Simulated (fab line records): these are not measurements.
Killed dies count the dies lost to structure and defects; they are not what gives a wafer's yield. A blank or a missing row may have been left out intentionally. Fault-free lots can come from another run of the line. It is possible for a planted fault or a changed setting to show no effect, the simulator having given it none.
Which tool was responsible? / flow berkeleyCmos170 / 42 wafers sampled from 14 lots at 1 step of a route of 331

WHAT EACH GAUGE READ, for each wafer
The record lacks any reading of a measuring or inspecting step that a usual standard deviation could be used to judge.

WHAT TOOL EACH LOT RAN ON (gives the tool, then ch and the chambers of the sampled wafers, and finally the start)
lot=L703; UCB170_PVT_EXPOSE_03=krfScanner-02 ch 0, day 6 22:25
lot=L704; UCB170_PVT_EXPOSE_03=krfScanner-02 ch 0, day 6 22:34
lot=L708; UCB170_PVT_EXPOSE_03=krfScanner-01 ch 0, day 8 04:19
lot=L709; UCB170_PVT_EXPOSE_03=krfScanner-02 ch 0, day 8 05:05
lot=L711; UCB170_PVT_EXPOSE_03=krfScanner-02, day 8 21:03
lot=L713; UCB170_PVT_EXPOSE_03=krfScanner-01, day 9 13:27
lot=L715; UCB170_PVT_EXPOSE_03=krfScanner-01 ch 0, day 9 21:50
lot=L717; UCB170_PVT_EXPOSE_03=krfScanner-02 ch 0, day 10 15:26
lot=L719; UCB170_PVT_EXPOSE_03=krfScanner-01 ch 0, day 10 23:19
lot=L720; UCB170_PVT_EXPOSE_03=krfScanner-01 ch 0, day 10 23:48
lot=L718; UCB170_PVT_EXPOSE_03=krfScanner-02 ch 0, day 11 00:02
lot=L722; UCB170_PVT_EXPOSE_03=krfScanner-01 ch 0, day 11 12:18
lot=L724; UCB170_PVT_EXPOSE_03=krfScanner-01 ch 0, day 11 20:41
lot=L725; UCB170_PVT_EXPOSE_03=krfScanner-02 ch 0, day 12 04:04
- UCB170_PVT_EXPOSE_03: exposes mask NWELL, target cd 3000 nm.

WHAT THE TOOLS THEMSELVES READ (means of the sampled wafers that have a number; where no wafer has one, the mark that the record gives instead)
UCB170_PVT_EXPOSE_03. Usual: exposureDoseMJCm2 29.998, standard deviation 0.027; focusOffsetNm 0.0 nm, standard deviation 0.62.
lot=L703; tool=krfScanner-02; exposureDoseMJCm2=29.980; focusOffsetNm (nm)=-0.3; flag=
lot=L704; tool=krfScanner-02; exposureDoseMJCm2=29.985; focusOffsetNm (nm)=-0.1; flag=
lot=L708; tool=krfScanner-01; exposureDoseMJCm2=30.006; focusOffsetNm (nm)=0.0; flag=
lot=L709; tool=krfScanner-02; exposureDoseMJCm2=29.986; focusOffsetNm (nm)=0.2; flag=
lot=L711; tool=krfScanner-02; exposureDoseMJCm2=-; focusOffsetNm (nm)=-; flag=OFF
lot=L713; tool=krfScanner-01; exposureDoseMJCm2=-; focusOffsetNm (nm)=-; flag=OFF
lot=L715; tool=krfScanner-01; exposureDoseMJCm2=29.967; focusOffsetNm (nm)=-1.1; flag=
lot=L717; tool=krfScanner-02; exposureDoseMJCm2=30.033; focusOffsetNm (nm)=0.1; flag=
lot=L719; tool=krfScanner-01; exposureDoseMJCm2=29.993; focusOffsetNm (nm)=-0.7; flag=
lot=L720; tool=krfScanner-01; exposureDoseMJCm2=29.955; focusOffsetNm (nm)=-0.1; flag=
lot=L718; tool=krfScanner-02; exposureDoseMJCm2=29.990; focusOffsetNm (nm)=-0.5; flag=
lot=L722; tool=krfScanner-01; exposureDoseMJCm2=30.038; focusOffsetNm (nm)=-0.5; flag=
lot=L724; tool=krfScanner-01; exposureDoseMJCm2=30.004; focusOffsetNm (nm)=-0.2; flag=
lot=L725; tool=krfScanner-02; exposureDoseMJCm2=29.993; focusOffsetNm (nm)=-0.2; flag=

THE ANSWER, worked out from the rows above alone
Rule: lot off if the mean of its wafers having a number is beyond 3 standard deviations from the usual mean. A lot without any number at a reading at which 4 lots or more have one is off too. The other lots that the step has rows for count as sound. First the gauges in route order, then the tools' own readings, where a lot's mean is used as printed above. The first step at which some lot is off is used, and at that step the reading that is off furthest; a lot without a number counts as furthest.
Off at UCB170_PVT_EXPOSE_03 (exposureDoseMJCm2): L711, L713. Without a number there: L711, L713.
A tool fits if, at that step or a process step before it, it ran every lot that is off, and no sound lot after the first of them. Not one of the candidates tried fits.

WHAT WAS PUT IN BY THE SIMULATOR
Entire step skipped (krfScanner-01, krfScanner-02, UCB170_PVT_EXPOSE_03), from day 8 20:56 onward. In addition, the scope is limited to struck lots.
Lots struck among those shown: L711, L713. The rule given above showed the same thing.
